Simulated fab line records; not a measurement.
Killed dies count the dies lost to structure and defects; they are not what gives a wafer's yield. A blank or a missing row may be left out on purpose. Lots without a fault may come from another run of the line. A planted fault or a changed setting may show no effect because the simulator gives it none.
Comparing a struck lot with a sound one :: flow berkeley cmos170 :: 14 steps out of a route of 331
Sound: wafers L267.2, L267.4, L267.6. The struck wafers were L259.1, L259.3, L259.6. At the end, the cause is stated.
At each step with rows: each side's tool, then ch and its chambers, then its first start. Under that, the readings that differ: sound wafers :: struck wafers :: difference of the means :: sigmas: that difference in standard deviations of wafers without a fault.
alike: a reading whose means differ by less than 2 such deviations, as well as words and numbers matching on both sides. not compared: withheld readings; readings where some wafer has no value; bounds like >300 that might hide an equal value; numbers whose values overlap and for which the record gives no deviation.
A row with sigmas, a row that says differs or no value, or rows on one side alone: a step with any of these is where the two part. Numbers that don't overlap but have no deviation are shown without sigmas and don't part them. Lack of a reading on every wafer of one side parts them only where that side has two or more wafers.

first, 1 step without rows for these wafers: UCB170_M3_PRE_CLEAN_00 (preclean etch time 60 s).
UCB170_M3_SPUTTER_01: material Al, target thk 900 nm, time 120 s.
  sound: pvd sputter-04 at day 10 10:20; struck: pvd sputter-02 at day 8 14:18
  alike: chamber pressure pa, throttle valve pct
UCB170_M3_RS_MEAS_02: measurement is done with a four-point probe.
  sound: film metro-04 at day 10 10:26; struck: film metro-02 at day 8 14:23
  alike: M3_AL_RS
UCB170_M3_THK_MEAS_03: measures by xrf.
  sound: film metro-04 at day 10 10:33; struck: film metro-02 at day 8 14:30
  alike: M3_AL_THK
then, 3 steps without rows for these wafers: UCB170_M3_HMDS_04 (prime time 60 s); UCB170_M3_COAT_05 (resist thk 900 nm); UCB170_M3_SOFTBAKE_06 (time 60 s).
UCB170_M3_STRIP_07: strips in O2.
  sound on plasma asher-01 ch 0,1, day 10 11:03; struck on plasma asher-04 ch 0,1, day 8 15:01
  alike: drypump motor current A, oes product au, strip time to endpoint s
  not compared: rf hours counter h
then, 4 steps without rows for these wafers: UCB170_M3_STRIP_08 (strips KrF in DMSO, time 600 s); UCB170_M3_COAT_09; UCB170_M3_COAT_10 (resist thk 900 nm); UCB170_M3_SOFTBAKE_11 (time 60 s).
UCB170_M3_EXPOSE_12: exposes mask METAL3, target cd 700 nm.
  struck on krf scanner-02, day 8 15:45; sound on krf scanner-02 ch 0, day 10 11:51
  no value came back on the struck wafers for exposure dose mJ cm2, focus offset nm (nm), stage vel mm s (mm/s); on the sound wafers exposure dose mJ cm2 reads 25.971 25.953 25.924
  alike: mask
next, for these wafers, 1 step has no rows: UCB170_M3_PEB_13.

WHERE THEY PART
At UCB170_M3_EXPOSE_12 and nowhere else, as far as this record goes.

WHY: whatever the simulator had introduced
Skipped step whole: krf scanner-02, from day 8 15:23 on, at UCB170_M3_EXPOSE_12. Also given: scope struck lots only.
